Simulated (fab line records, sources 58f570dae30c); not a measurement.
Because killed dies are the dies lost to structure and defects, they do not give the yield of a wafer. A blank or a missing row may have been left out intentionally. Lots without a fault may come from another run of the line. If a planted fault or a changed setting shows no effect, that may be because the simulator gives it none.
8D (eight disciplines) problem report, filled in by code | flow berkeley-cmos170 | the parts of the form that need people (team, actions taken, sign-off) are left out

== 1. WHAT WENT WRONG ==
UCB170_M2_CD_MEAS_90, cd-nm: mean 715.3 nm over 1 wafer from 1 lot; wafers with no fault: 697.8 nm, standard deviation 2.7. Relative to the usual mean, that is a shift of +6.5 standard deviations.
The step: target cd 700 nm.
First observed at day 11 06:44: wafer L649.2, on cd-sem-02. The record holds 39 wafers of 13 lots with a number at this step. The rule behind "out" and "out of limits": a value lying over 4 standard deviations away from the usual mean. The other wafers with a number count as sound.

== 2. WHAT IT IS, AND WHAT IT ISN'T ==
question                    | is                | is not
which readings at this step | cd-nm             | -
which lots                  | L649              | L629, L630, L631, L632, L633, L634, L635, L636, L637, L638, L639, L640
which wafers of those lots  | L649.2            | L649.1, L649.4
read on which gauges        | cd-sem-02         | cd-sem-01
when                        | from day 11 06:44 | up to then (38 sound wafers)

== 3. SUSPECTS, AND WHAT RULES EACH OUT ==
Counting: a tool at a process step up to the reading stays a suspect if it ran every lot that is out. Sound lots after the first of them don't rule it out here, since some wafers of a struck lot are sound.
- the gauge at UCB170_M2_CD_MEAS_90 is ruled out. All the wafers that are out were read on cd-sem-02, but those of them that UCB170_M2_METAL_ETCH_18 has rows for are out there too, on other tools.
- rie-metal-03 at UCB170_M2_METAL_ETCH_18 (etches Al in Cl2/BCl3, stops on SiO2, target depth 1170 nm, time 201.3 s): kept. L649, the lot that is out, went through it at day 11 06:27; up to then, the latest sound lot through it was L637 at day 9 06:02. Its own readings are out on those wafers: oes-product-au.
- plasma-asher-02 at UCB170_M2_STRIP_19 (strips in O2): kept. L649, the lot that is out, went through it at day 11 06:38; up to then, the latest sound lot through it was L640 at day 9 13:29. Its own readings are out on those wafers: oes-product-au.
- Within rie-metal-03 at UCB170_M2_METAL_ETCH_18: the wafers that are out ran in chamber 0; their sound lot-mates ran in chamber 1.
- Within plasma-asher-02 at UCB170_M2_STRIP_19: the wafers that are out ran in chamber 0; their sound lot-mates ran in chamber 1.
The count leaves plasma-asher-02 at UCB170_M2_STRIP_19 and rie-metal-03 at UCB170_M2_METAL_ETCH_18.

== 4. THE CAUSE (what the simulator had put in) ==
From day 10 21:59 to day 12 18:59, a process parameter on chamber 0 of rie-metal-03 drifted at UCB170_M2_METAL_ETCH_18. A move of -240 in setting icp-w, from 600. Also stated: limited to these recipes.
After counting, 2 suspects remain, this tool included.

== 5. THE EFFECT CHAIN, in route order ==
Each row: a reading where the mean over the struck wafers with a number is more than 3 standard deviations away from the usual. Only readings for which the record gives a usual standard deviation are gone through. hours: the time from each lot's start at the first step in this table that gives one to its start at this step, as a median over the lots. sigmas: the change in usual standard deviations.
hours | step                    | reading        | usual      | on struck wafers | change | sigmas
0     | UCB170_M2_METAL_ETCH_18 | oes-product-au | 0.849 a.u. | 0.781            | -0.068 | -5.7
0     | UCB170_M2_STRIP_19      | oes-product-au | 0.517 a.u. | 0.716            | +0.199 | +15
0     | UCB170_M2_CD_MEAS_90    | cd-nm          | 697.8 nm   | 715.3            | +17.5  | +6.5
It contains these process steps:
- UCB170_M2_METAL_ETCH_18: etches Al in Cl2/BCl3, stops on SiO2, target depth 1170 nm, time 201.3 s.
- UCB170_M2_STRIP_19: strips in O2.
Readings that are blank on the struck wafers while sound wafers have them: bias-w at UCB170_M2_METAL_ETCH_18.

== 6. WHAT WOULD HAVE CAUGHT IT SOONER ==
Counted from the fault's start at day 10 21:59, it took 9 hours until the first out-of-limits reading at a measuring or inspecting step in this record, taken at day 11 06:44.
At UCB170_M2_METAL_ETCH_18, the tool's own readings (oes-product-au) were out on each struck wafer the step has a row for, so an alarm limit on them would have fired on the first such wafer.
By day 11 06:44, every lot that is out (1) had started UCB170_M2_METAL_ETCH_18 on rie-metal-03. Tool hold at that time: it would have spared none of them.
